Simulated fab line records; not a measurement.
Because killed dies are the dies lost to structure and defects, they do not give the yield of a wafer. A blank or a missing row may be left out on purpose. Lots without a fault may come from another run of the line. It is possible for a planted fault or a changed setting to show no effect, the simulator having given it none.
Check of tool commonality | flow berkeley_cmos170 | Lots sampled 15, wafers sampled 45

## WHY IT WAS OPENED
UCB170_M3_RS_MEAS_02, reading M3_AL_RS: flagged on 3 of 15 lots. Wafers without a fault read 0.0322 ohm/sq, standard deviation 0.00042.
Rule: a lot is flagged in two cases, either no wafer of it has a number, or all its wafers with numbers fall more than 4 standard deviations from that mean. As for the other lots, they are considered sound.

lot  | measured     | on            | M3_AL_RS (ohm/sq), wafer by wafer | flag
L105 | day 8 18:20  | film_metro-03 | 0.0319 0.0317 0.0318              |
L102 | day 8 18:29  | film_metro-02 | 0.0320 0.0318 0.0323              |
L104 | day 8 18:40  | film_metro-04 | 0.0323 0.0322 0.0320              |
L106 | day 9 02:49  | film_metro-03 | 0.0323 0.0327 0.0330              |
L107 | day 9 09:28  | film_metro-03 | 0.0315 0.0323 0.0319              |
L110 | day 9 11:13  | film_metro-04 | 0.0322 0.0323 0.0323              |
L108 | day 9 11:45  | film_metro-03 | 0.0321 0.0322 0.0326              |
L109 | day 9 19:49  | film_metro-04 | 0.0324 0.0319 0.0328              |
L112 | day 10 09:33 | film_metro-02 | 0.0319 0.0326 0.0315              |
L111 | day 10 10:46 | film_metro-02 | 0.0321 0.0326 0.0323              |
L113 | day 10 10:59 | film_metro-03 | 0.0320 0.0312 0.0320              |
L115 | day 11 00:41 | film_metro-04 | 0.0158 0.0163 0.0161              | FLAGGED
L117 | day 11 00:43 | film_metro-02 | 0.0323 0.0320 0.0324              |
L118 | day 11 01:41 | film_metro-03 | 0.0157 0.0157 0.0158              | FLAGGED
L116 | day 11 07:10 | film_metro-04 | 0.0162 0.0160 0.0156              | FLAGGED
The mean of the flagged lots' numbers is 0.0159 ohm/sq, -0.0163 ohm/sq from the usual (-39 standard deviations).

## WHICH TOOL RAN EACH LOT
Before the reading, the record contains 2 process steps out of a 331-step route. Every cell lists first the tool, next ch and the chambers used by the sampled wafers, and last the start.
lot  | flag    | UCB170_M1_ETCH_11                  | UCB170_M3_SPUTTER_01
L105 |         | rie_diel-02 ch 1,3, day 8 00:16    | pvd_sputter-03, day 8 18:14
L102 |         | rie_diel-03 ch 2,3, day 8 00:37    | pvd_sputter-02, day 8 18:19
L104 |         | rie_diel-04 ch 0,1,2, day 8 00:23  | pvd_sputter-03, day 8 18:32
L106 |         | rie_diel-03 ch 0,1,2, day 8 10:02  | pvd_sputter-02, day 9 02:44
L107 |         | rie_diel-03 ch 0,2,3, day 8 17:50  | pvd_sputter-03, day 9 09:23
L110 |         | rie_diel-04 ch 2,3, day 8 21:29    | pvd_sputter-01, day 9 11:05
L108 |         | rie_diel-02 ch 0,2,3, day 8 21:31  | pvd_sputter-02, day 9 11:39
L109 |         | rie_diel-02 ch 0,2,3, day 9 07:10  | pvd_sputter-03, day 9 19:44
L112 |         | rie_diel-02 ch 0,1,3, day 9 15:16  | pvd_sputter-02, day 10 09:27
L111 |         | rie_diel-03 ch 0,2,3, day 9 15:02  | pvd_sputter-03, day 10 10:38
L113 |         | rie_diel-02 ch 0,1,2, day 9 18:40  | pvd_sputter-01, day 10 10:54
L115 | FLAGGED | rie_diel-03 ch 1,2,3, day 10 09:32 | pvd_sputter-02, day 11 00:22
L117 |         | rie_diel-02 ch 2,3, day 10 10:15   | pvd_sputter-01, day 11 00:38
L118 | FLAGGED | rie_diel-04 ch 0,2, day 10 10:01   | pvd_sputter-03, day 11 01:20
L116 | FLAGGED | rie_diel-02 ch 0,2,3, day 10 15:23 | pvd_sputter-01, day 11 06:50
These steps, and what they do:
- UCB170_M1_ETCH_11: etches BARC in N2/H2.
- UCB170_M3_SPUTTER_01: material Al, target thk 900 nm, time 120 s.
- UCB170_M3_RS_MEAS_02: measures by four-point-probe.

## FLAGGED OVER TOTAL, TOOL BY TOOL (the gauges that took the reading come last)
step                 | tool           | lots run | flagged | share of the flagged lots | sound lots run after its first flagged lot
UCB170_M1_ETCH_11    | rie_diel-02    | 7        | 1       | some                      | 0
UCB170_M1_ETCH_11    | rie_diel-03    | 5        | 1       | some                      | 0
UCB170_M1_ETCH_11    | rie_diel-04    | 3        | 1       | some                      | 0
UCB170_M3_SPUTTER_01 | pvd_sputter-01 | 4        | 1       | some                      | 0
UCB170_M3_SPUTTER_01 | pvd_sputter-02 | 5        | 1       | some                      | 0
UCB170_M3_SPUTTER_01 | pvd_sputter-03 | 6        | 1       | some                      | 0
UCB170_M3_RS_MEAS_02 | film_metro-02  | 4        | 0       | none                      | -
UCB170_M3_RS_MEAS_02 | film_metro-03  | 6        | 1       | some                      | 0
UCB170_M3_RS_MEAS_02 | film_metro-04  | 5        | 2       | some                      | 0

## WHAT THE TABLE ALLOWS
No row of the table ran every flagged lot.

## WHAT THE SIMULATOR HAD INSERTED
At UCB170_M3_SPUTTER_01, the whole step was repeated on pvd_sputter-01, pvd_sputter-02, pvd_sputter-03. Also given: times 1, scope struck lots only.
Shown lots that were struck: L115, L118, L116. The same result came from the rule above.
